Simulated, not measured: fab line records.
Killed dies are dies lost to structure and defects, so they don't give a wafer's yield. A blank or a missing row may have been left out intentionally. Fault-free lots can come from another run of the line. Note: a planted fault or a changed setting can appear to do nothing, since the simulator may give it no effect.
What tool caused it?    flow berkeley-cmos170    7 lots, 21 wafers sampled, at 3 steps of a route of 331

## WHAT EACH GAUGE READ, for each wafer
UCB170_M1_RS_MEAS_01: measurement is done with a four-point probe.
lot   measured      on             M1_AL_RS (ohm/sq)
L237  day 8 07:48   film-metro-04  0.0488 0.0474 0.0492
L240  day 9 05:59   film-metro-02  0.0474 0.0479 0.0475
L245  day 10 13:23  film-metro-03  0.0491 0.0810 0.0809
L247  day 10 13:32  film-metro-03  0.0474 0.0478 0.0470
L249  day 10 08:35  film-metro-04  0.0483 0.0482 0.0495
L254  day 11 17:05  film-metro-03  0.0493 0.0494 0.0488
L256  day 12 04:02  film-metro-03  0.0471 0.0485 0.0474

## WHAT TOOL EACH LOT RAN ON (gives the tool, then ch and the chambers of the sampled wafers, and finally the start)
lot   UCB170_ACTIVE_STRIP_16               UCB170_M1_SPUTTER_00
L237  plasma-asher-01 ch 0,1, day 5 05:23  pvd-sputter-03, day 8 07:44
L240  plasma-asher-04 ch 0,1, day 6 01:22  pvd-sputter-04, day 9 05:55
L245  plasma-asher-04 ch 0, day 7 09:41    pvd-sputter-04, day 10 13:17
L247  plasma-asher-04 ch 0,1, day 7 11:32  pvd-sputter-02, day 10 13:28
L249  plasma-asher-01 ch 0,1, day 7 11:50  pvd-sputter-02, day 10 08:31
L254  plasma-asher-01 ch 0,1, day 8 08:41  pvd-sputter-02, day 11 17:00
L256  plasma-asher-01 ch 0,1, day 9 04:31  pvd-sputter-02, day 12 03:59
- UCB170_ACTIVE_STRIP_16: strips in O2.
- UCB170_M1_SPUTTER_00: material Al, target thk 600 nm, time 80 s.

## THE ANSWER, worked out from the rows above alone
Rule: the lots themselves supply what counts as usual. Put in order of their means at a reading, lots are off if they are a third of the lots or fewer, leave a main group of 4 or more, and stand apart from it by a gap of 3 or more times the standard deviation of the main group's means; of several such gaps the widest counts. A main group whose means are all the same, to the digits that the tables above print for the reading, isn't used. Also off: a lot with no number at a reading for which 4 or more lots have one. The other lots that the step has rows for count as sound.
Off: L245, at UCB170_M1_RS_MEAS_01 (M1_AL_RS). Mean 0.0482 ohm/sq and standard deviation 0.00065 in the main group.
If a tool, at a process step before that reading, ran all the lots that are off and no sound lot after the first of them, it fits. The gauges at UCB170_M1_RS_MEAS_01 are tried like those tools. One fits: pvd-sputter-04 at UCB170_M1_SPUTTER_00. A fault onset in the window from L240 (day 9 05:55, its last sound lot) to L245 (day 10 13:17, its first lot off) fits.

## WHAT THE SIMULATOR HAD PUT IN
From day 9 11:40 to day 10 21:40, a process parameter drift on pvd-sputter-04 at UCB170_M1_SPUTTER_00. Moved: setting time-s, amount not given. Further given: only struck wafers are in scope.
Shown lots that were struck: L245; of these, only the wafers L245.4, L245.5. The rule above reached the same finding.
